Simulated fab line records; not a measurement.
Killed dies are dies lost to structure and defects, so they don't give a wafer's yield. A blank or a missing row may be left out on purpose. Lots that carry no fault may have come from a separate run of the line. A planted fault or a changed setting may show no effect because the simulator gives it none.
Comparing a struck lot with a sound one || flow ritCmos || 23 out of 202 route steps
Sound: the wafers L107.2, L107.3, L107.5. Wafers L121.3, L121.4, L121.5 were the ones struck. The cause comes at the end.
Each step with rows lists, per side, the tool, then ch with its chambers, then its first start. Under that, the readings that differ: sound wafers || struck wafers || difference of the means || sigmas: that difference in standard deviations of wafers without a fault.
alike: readings with means less than 2 such deviations apart, plus words and numbers identical on both sides. not compared: withheld readings, readings lacking a value on some wafer, bounds such as >300 that could conceal the same value, and numbers that have no deviation in the record and whose values overlap.
Wherever a step has rows on one side only, a row that says differs or no value, or a row with sigmas, the two part there. Numbers that don't overlap but have no deviation are shown without sigmas and don't part them. Lack of a reading on every wafer of one side parts them only where that side has two or more wafers.

RIT_CONTACT_CD_MEAS_08: the cd target is 1000 nm.
  sound on cdSem-01 at day 4 05:41; struck on cdSem-02 at day 7 02:26
  alike: cdNm
RIT_CONTACT_OVL_MEAS_09:
  sound on overlay-01 at day 4 05:47; struck on overlay-01 at day 7 02:31
  alike: CONTACT_OVL
then, 1 step without rows for these wafers: RIT_CONTACT_HARDBAKE_10 (time 60 s).
RIT_CONTACT_ETCH_11: etches SiO2 in CHF3/CF4/Ar, stops on TiSi2, target depth 480 nm, time 320 s.
  sound on rieDiel-04 ch 0,1,3, day 4 06:05; struck on rieDiel-01 ch 2,3, day 7 02:42
  alike: cf4FlowSccm, drypumpMotorCurrentA, oesProductAu, throttleValvePct
  not compared: rfHoursCounterH
RIT_CONTACT_STRIP_12: strips in O2, time 180 s.
  sound on plasmaAsher-01 ch 0,1, day 4 06:16; struck on plasmaAsher-01 ch 0,1, day 7 02:57
  alike: drypumpMotorCurrentA
  not compared: rfHoursCounterH
RIT_CONTACT_CD_MEAS_90: the cd target is 1000 nm.
  sound on cdSem-02 at day 4 06:28; struck on cdSem-01 at day 7 03:07
  alike: cdNm
then, 2 steps without rows for these wafers: RIT_CONTACT_CLEAN_13 (cleans in SC1, time 600 s); RIT_CONTACT_CLEAN_14 (cleans in SC2, time 600 s).
RIT_M1_SPUTTER_00: material Al, target thk 400 nm, time 500 s.
  sound on pvdSputter-03 at day 4 06:55; struck on pvdSputter-02 at day 7 03:44
{"reading": "throttleValvePct (%)", "sound": "30.7 32.1 32.1", "struck": "28.8 30.1 27.2", "difference": -2.9, "sigmas": -2}
RIT_M1_RS_MEAS_01: measurement is done with a four-point probe.
  sound on filmMetro-02 at day 4 07:14; struck on filmMetro-04 at day 7 04:05
  alike: M1_AL_RS
RIT_M1_THK_MEAS_02: measures by xrf.
  sound on filmMetro-02 at day 4 07:20; struck on filmMetro-04 at day 7 04:11
  alike: M1_AL_THK
then, 1 step without rows for these wafers: RIT_M1_HMDS_03 (prime time 60 s).
RIT_M1_COAT_04: resist thk 1300 nm.
  sound on lithoTrack-01 ch 0, day 4 07:34; struck on lithoTrack-01 ch 0, day 7 04:25
{"reading": "model.NOVOLAK_of_M1_COAT_04.thkNm (nm)", "sound": "1309 1307 1307", "struck": "1325 1320 1327", "difference": "+16", "sigmas": ""}
then, 4 steps without rows for these wafers: RIT_M1_SOFTBAKE_05 (time 60 s); RIT_M1_EXPOSE_06 (exposes mask M12, target cd 2600 nm); RIT_M1_PEB_07; RIT_M1_DEVELOP_08 (develop time 68 s).
RIT_M1_CD_MEAS_09: the cd target is 2600 nm.
  sound on cdSem-01 at day 4 08:25; struck on cdSem-02 at day 7 05:16
  alike: cdNm
RIT_M1_OVL_MEAS_10:
  sound on overlay-01 at day 4 08:31; struck on overlay-01 at day 7 05:21
  alike: M1_OVL
then, 1 step without rows for these wafers: RIT_M1_HARDBAKE_11 (time 120 s).
RIT_M1_METAL_ETCH_12: etches Al in Cl2/BCl3, stops on SiO2, time 165 s, target depth 600 nm.
  sound on rieMetal-02 ch 1, day 4 08:48; struck on rieMetal-01 ch 0,1, day 7 05:43
{"reading": "model.NOVOLAK_of_M1_COAT_04.thkNm (nm)", "sound": "812.3 806.5 809.3", "struck": "832.5 825.9 833.9", "difference": "+21.4", "sigmas": ""}
  alike: drypumpMotorCurrentA, oesProductAu, throttleValvePct
  not compared: rfHoursCounterH
then, 1 step without rows for these wafers: RIT_M1_STRIP_13 (strips in nmp, time 600 s).
RIT_M1_PROBE_99:
  sound on prober-01 at day 4 11:07; struck on prober-01 at day 7 08:01
  alike: defectLimitedYield, killedAtContacts, killedAtFrontEnd, killedDies, killedOpen, killedShort, sort_bin_3_pad_short, sort_bin_5_function, sort_bin_6_memory, sortNPass, sortYieldPct

== WHERE THEY PART ==
Only at RIT_M1_SPUTTER_00, within this record. Later steps at which nothing parts them and some readings are alike: RIT_M1_RS_MEAS_01, RIT_M1_THK_MEAS_02, RIT_M1_CD_MEAS_09, RIT_M1_OVL_MEAS_10, RIT_M1_METAL_ETCH_12, RIT_M1_PROBE_99.

WHY: the cause the simulator had injected
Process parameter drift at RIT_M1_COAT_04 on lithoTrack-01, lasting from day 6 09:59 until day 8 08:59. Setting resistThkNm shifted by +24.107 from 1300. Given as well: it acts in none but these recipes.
